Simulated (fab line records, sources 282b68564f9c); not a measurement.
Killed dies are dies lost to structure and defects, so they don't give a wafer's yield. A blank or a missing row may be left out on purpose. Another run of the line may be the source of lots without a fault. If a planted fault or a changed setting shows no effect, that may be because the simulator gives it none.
Code-filled problem report in 8D (eight disciplines) form ; flow rit-cmos ; the parts of the form that need people (team, actions taken, sign-off) are left out

== 1. PROBLEM STATEMENT ==
Mean of run-length-s at RIT_CONTACT_STRIP_12: 291.70 s across 9 wafers in 3 lots; on wafers with no fault it is 208.25 s (standard deviation 0.28). So: +99 or more standard deviations from the usual mean.
The step: strips in O2, time 180 s.
Earliest sighting: wafer L264.1 on plasma-asher-03 at day 6 14:11. The record holds 45 wafers of 15 lots with a number at this step. The rule behind "out" and "out of limits": a value lying over 4 standard deviations away from the usual mean. The rest of the wafers with a number are treated as sound.

== 2. WHAT THIS IS AND IS NOT ==
question;is;is not
which readings at this step;run-length-s;drypump-motor-current-A, rf-refl-power-W
which lots;L264, L267, L268;L249, L250, L251, L252, L253, L256, L258, L260, L262, L263, L269, L270
which wafers of those lots;all that have a number;-
read on which tools;plasma-asher-03;plasma-asher-01, plasma-asher-02
when;from day 6 14:11;"up to then (30 sound wafers); but 6 sound wafers of L269, L270 came after"

== 3. WHAT RULES OUT EACH SUSPECT ==
Counting: a tool at a process step up to the reading stays a suspect if it ran every lot that is out and no sound lot after the first of them.
- plasma-asher-03 at RIT_CONTACT_STRIP_12 (strips in O2, time 180 s): kept. It ran every lot that is out, first L264 (day 6 14:11), and no sound lot after that; its last sound lot up to then is L263 (day 6 10:14). Its own run-length-s readings are out on those wafers.
Remaining after the count: plasma-asher-03 at RIT_CONTACT_STRIP_12.

== 4. THE CAUSE (what the simulator had put in) ==
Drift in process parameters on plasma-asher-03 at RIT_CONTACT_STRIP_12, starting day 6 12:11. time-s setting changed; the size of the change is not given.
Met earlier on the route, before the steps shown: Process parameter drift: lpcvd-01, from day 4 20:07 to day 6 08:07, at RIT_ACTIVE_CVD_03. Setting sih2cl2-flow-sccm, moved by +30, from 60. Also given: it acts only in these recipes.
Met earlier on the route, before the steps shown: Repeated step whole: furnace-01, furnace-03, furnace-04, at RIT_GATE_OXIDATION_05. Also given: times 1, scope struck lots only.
The count eliminated every tool but this one.

== 5. THE EFFECT CHAIN, in route order ==
One row per reading whose mean, taken over the struck wafers that have a number, lies over 3 standard deviations from the usual. Scope: only readings with a usual standard deviation given in the record; hours: median across lots of the time from each lot's start at the first step in this table that gives one to its start at this step; sigmas: change in usual standard deviations.
hours;step;reading;usual;on struck wafers;change;sigmas
0;RIT_CONTACT_STRIP_12;run-length-s;208.25 s;291.70;+83.45;+99 or more
Its process steps:
- RIT_CONTACT_STRIP_12: strips in O2, time 180 s.
Later measuring or inspecting steps at which every struck wafer that the step has a row for has a number for every such reading, and none has moved that far: RIT_M1_OVL_MEAS_10.

== 6. HOW IT WOULD HAVE BEEN CAUGHT EARLIER ==
2 hours passed between the start of the fault at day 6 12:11 and the first reading out of limits in this record, taken at day 6 14:11.
